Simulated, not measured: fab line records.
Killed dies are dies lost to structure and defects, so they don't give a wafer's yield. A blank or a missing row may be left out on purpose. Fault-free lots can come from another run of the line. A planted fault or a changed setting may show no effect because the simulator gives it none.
One fault seen from 2 desks | flow berkeley_cmos170 | numbers are kept per desk, each desk with only its own; the story behind them comes last

## AT THE METROLOGY DESK
What the gauges read, lot by lot, whatever tool the lot ran on: means of the sampled wafers that have a number. The brackets show how far a lot's mean lies from the usual mean; more than 4 standard deviations puts the lot out of limits, marked OUT.
Columns: A = cd_nm at UCB170_PSD_CD_MEAS_06, usual 1200.2 nm; B = M2_OVL at UCB170_M2_OVL_MEAS_16, usual -1 nm; C = V2_BOW at UCB170_V2_BOW_MEAS_03, usual 36 um; D = M3_AL_RS at UCB170_M3_RS_MEAS_02, usual 0.03179 ohm/sq; E = M3_AL_THK at UCB170_M3_THK_MEAS_03, usual 905 nm
lot  | first seen here | A      | B  | C  | D                         | E
L607 | day 5 23:40     | 1202.0 | 7  | 29 | 0.03170                   | 905
L608 | day 6 14:59     | 1201.8 | -7 | 34 | 0.03170                   | 908
L613 | day 7 02:31     | 1200.0 | -2 | 33 | 0.03199                   | 894
L610 | day 7 02:58     | 1201.5 | 3  | 33 | 0.03164                   | 909
L609 | day 7 03:32     | 1199.8 | 1  | 28 | 0.03194                   | 898
L612 | day 7 05:19     | 1198.7 | -1 | 37 | 0.03201                   | 901
L615 | day 7 12:55     | 1199.7 | -3 | 38 | 0.03174                   | 913
L616 | day 8 03:46     | 1201.3 | -1 | 38 | 0.03174                   | 908
L617 | day 8 04:02     | 1198.0 | 2  | 37 | 0.03216                   | 891
L618 | day 8 13:31     | 1197.7 | -2 | 36 | 0.03157                   | 914
L621 | day 9 06:37     | 1199.6 | -7 | 37 | 0.08485 (+99 or more) OUT | 345 (-67) OUT
L620 | day 9 06:52     | 1200.0 | 1  | 33 | 0.03159                   | 908
L624 | day 9 18:10     | 1201.2 | 1  | 36 | 0.08703 (+99 or more) OUT | 336 (-68) OUT
L630 | day 11 01:46    | 1199.3 | 4  | 40 | 0.03184                   | 903
This desk reports L621, L624 out of limits; the earliest was L621 at day 10 11:46 (M3_AL_RS at UCB170_M3_RS_MEAS_02). In limits: L607, L608, L613, L610, L609, L612, L615, L616, L617, L618, L620, L630.

## THE TOOL OWNER'S DESK: pvd_sputter-02
The tool's own readings at UCB170_M3_SPUTTER_01 (material Al, target thk 900 nm, time 120 s): means of the sampled wafers that have a number, for each lot that ran on this tool. The brackets show how far a lot's mean lies from the usual mean; more than 4 standard deviations puts the lot out of limits, marked OUT.
Columns: A = throttle_valve_pct at UCB170_M3_SPUTTER_01, usual 29.8 %
lot  | first seen here | A
L613 | day 8 08:08     | 30.5
L612 | day 8 08:45     | 30.7
L617 | day 9 04:49     | 30.7
L621 | day 10 11:37    | 30.8
L624 | day 11 02:38    | 30.5
This desk found nothing out of limits on any of the 5 lots.

## TAKEN TOGETHER
The metrology desk could have raised an alarm at day 10 11:46, on L621, L624.
Nothing out of limits was seen by the tool owner's desk.
On record at the tool owner's desk: L621, L624, within its limits.
Of the lots named, all ran UCB170_M3_SPUTTER_01 on pvd_sputter-02.

## WHAT WAS PUT IN BY THE SIMULATOR
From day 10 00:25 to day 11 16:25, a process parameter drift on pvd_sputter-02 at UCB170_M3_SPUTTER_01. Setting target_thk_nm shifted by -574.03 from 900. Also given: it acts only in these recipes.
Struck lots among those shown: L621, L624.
Per desk, hours elapsed from the start of the fault to the first reading out of limits: for the metrology desk, 11.
